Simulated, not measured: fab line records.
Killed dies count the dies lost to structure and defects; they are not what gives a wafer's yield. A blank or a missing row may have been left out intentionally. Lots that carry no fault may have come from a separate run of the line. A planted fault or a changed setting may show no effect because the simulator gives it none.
Code-filled problem report in 8D (eight disciplines) form :: flow rit_cmos :: the parts of the form that need people (team, actions taken, sign-off) are left out

1. WHAT IS WRONG
Mean of oes_product_au at RIT_GATE_ETCH_19: 0.950 a.u. across 2 wafers in 2 lots; on wafers with no fault it is 0.845 a.u. (standard deviation 0.012). That puts it +8.7 standard deviations away from the usual mean.
The step: etches poly-Si in SF6/CHF3/O2, stops on SiO2, time 165 s, target depth 312.5 nm.
The first sign was on wafer L153.1 at day 6 02:16, on rie_si-02. Wafers with a number at this step in the record: 42, from 14 lots. The rule behind "out" and "out of limits": a value lying over 4 standard deviations away from the usual mean. All remaining wafers that have a number are taken as sound.

2. WHAT THIS IS AND IS NOT
question: which readings at this step
is: oes_product_au
is not: O2_flow_sccm, drypump_motor_current_A, throttle_valve_pct

question: which lots
is: L153, L155
is not: L137, L139, L140, L142, L143, L144, L145, L147, L152, L156, L158, L160

question: which wafers of those lots
is: L153.1, L155.5
is not: L153.3, L153.5, L155.1, L155.2

question: read on which tools
is: rie_si-02
is not: rie_si-01

question: when
is: from day 6 02:16
is not: up to then (29 sound wafers); but 11 sound wafers of L155, L156, L158, L160 came after

3. SUSPECTS, AND WHAT RULES EACH OUT
Counting: any tool at a process step up to the reading remains a suspect provided it ran every lot that is out. Sound lots after the first of them don't rule it out here, since some wafers of a struck lot are sound.
- rie_si-02 at RIT_GATE_ETCH_19 (etches poly-Si in SF6/CHF3/O2, stops on SiO2, time 165 s, target depth 312.5 nm): kept. Every lot that is out went through it, the first being L153 (day 6 02:16); the last sound lot it ran before that was L147 (day 4 21:37). On those wafers its own readings are out: oes_product_au.
- At RIT_GATE_ETCH_19, inside rie_si-02: chamber 3 took the wafers that are out, while their sound lot-mates went through chambers 0, 1, 2.
Left after counting: rie_si-02 at RIT_GATE_ETCH_19.

4. THE CAUSE (what the simulator had put in)
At RIT_GATE_ETCH_19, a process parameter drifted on rie_si-02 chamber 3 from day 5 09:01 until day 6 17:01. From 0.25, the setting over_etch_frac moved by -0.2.
After counting, this tool was the only one left.

5. THE CHAIN OF EFFECTS, in route order
Each row: a reading where the mean over the struck wafers with a number is more than 3 standard deviations away from the usual. Readings are gone through only where the record gives a usual standard deviation; hours: the median, over the lots, of the time from a lot's start at the first step in this table giving one to that lot's start at this step; sigmas: the change measured in usual standard deviations.
hours: 0
step: RIT_GATE_ETCH_19
reading: oes_product_au
usual: 0.845 a.u.
on struck wafers: 0.950
change: +0.105
sigmas: +8.7
Its process steps:
- RIT_GATE_ETCH_19: etches poly-Si in SF6/CHF3/O2, stops on SiO2, time 165 s, target depth 312.5 nm.

6. WHAT WOULD HAVE CAUGHT IT SOONER
In this record the first reading out of limits was taken at day 6 02:16, 17 hours after the fault began at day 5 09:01.
